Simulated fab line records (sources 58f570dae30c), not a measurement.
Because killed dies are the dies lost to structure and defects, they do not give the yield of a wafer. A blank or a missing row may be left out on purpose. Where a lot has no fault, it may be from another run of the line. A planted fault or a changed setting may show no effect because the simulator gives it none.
2 desks looking at one fault	flow berkeley-cmos170	what lay behind the numbers comes last; until then each desk has only its own

AT THE METROLOGY DESK
What the gauges read, lot by lot, whatever tool the lot ran on: means of the sampled wafers that have a number. The brackets show how far a lot's mean lies from the usual mean; more than 4 standard deviations puts the lot out of limits, marked OUT.
Columns: A = V1_BOW at UCB170_V1_BOW_MEAS_03, usual 18 um; B = V1_POLISHED_THK at UCB170_V1_THK_MEAS_04, usual 984.2 nm; C = cd-nm at UCB170_V1_CD_MEAS_12, usual 700.1 nm; D = V1_OVL at UCB170_V1_OVL_MEAS_13, usual 0 nm; E = cd-nm at UCB170_V1_CD_MEAS_90, usual 700.1 nm
lot	first seen here	A	B	C	D	E
L470	day 7 19:29	24	985.2	698.9	6	699.0
L472	day 7 19:31	20	985.4	702.1	2	701.9
L475	day 9 05:06	26	985.8	698.0	2	697.7
L478	day 9 20:17	18	983.6	698.8	4	698.5
L492	day 12 09:47	27	982.7	701.2	-5	700.5
Result from this desk: across the 5 lots, nothing is out of limits.

DESK OF THE TOOL OWNER: rie-diel-03
The tool's own readings at UCB170_V1_ETCH_14 (etches SiO2 in CHF3/CF4/Ar, stops on Al, target depth 1250 nm, time 291 s): means of the sampled wafers that have a number, for each lot that ran on this tool. The brackets show how far a lot's mean lies from the usual mean; more than 4 standard deviations puts the lot out of limits, marked OUT.
Columns: A = drypump-motor-current-A at UCB170_V1_ETCH_14, usual 5.6 A; B = oes-product-au at UCB170_V1_ETCH_14, usual 0.862 a.u.; C = rf-fwd-power-W at UCB170_V1_ETCH_14, usual 699.1 W; D = throttle-valve-pct at UCB170_V1_ETCH_14, usual 6.90 %
lot	first seen here	A	B	C	D
L472	day 7 23:12	5.6	0.859	699.2	6.96
L475	day 9 07:23	6.4	0.846	616.5 (-43) OUT	6.79
This desk's finding: out of limits on L475; first on L475, day 9 07:23 (rf-fwd-power-W at UCB170_V1_ETCH_14). L472: within limits.

BROUGHT TOGETHER
An alarm could have come from the tool owner's desk at day 9 07:23, on L475.
Nothing out of limits was seen by the metrology desk.
The metrology desk has L475 on record, within its limits.
On rie-diel-03, each named lot ran UCB170_V1_ETCH_14.

WHAT WAS PUT IN BY THE SIMULATOR
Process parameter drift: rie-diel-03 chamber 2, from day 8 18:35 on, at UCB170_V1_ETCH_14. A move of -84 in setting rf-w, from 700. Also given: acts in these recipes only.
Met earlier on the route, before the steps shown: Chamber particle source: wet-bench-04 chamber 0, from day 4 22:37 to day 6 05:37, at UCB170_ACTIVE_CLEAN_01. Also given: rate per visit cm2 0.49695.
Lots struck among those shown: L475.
Time in hours from fault onset to the first out-of-limits reading at each desk: the tool owner's desk, 13.
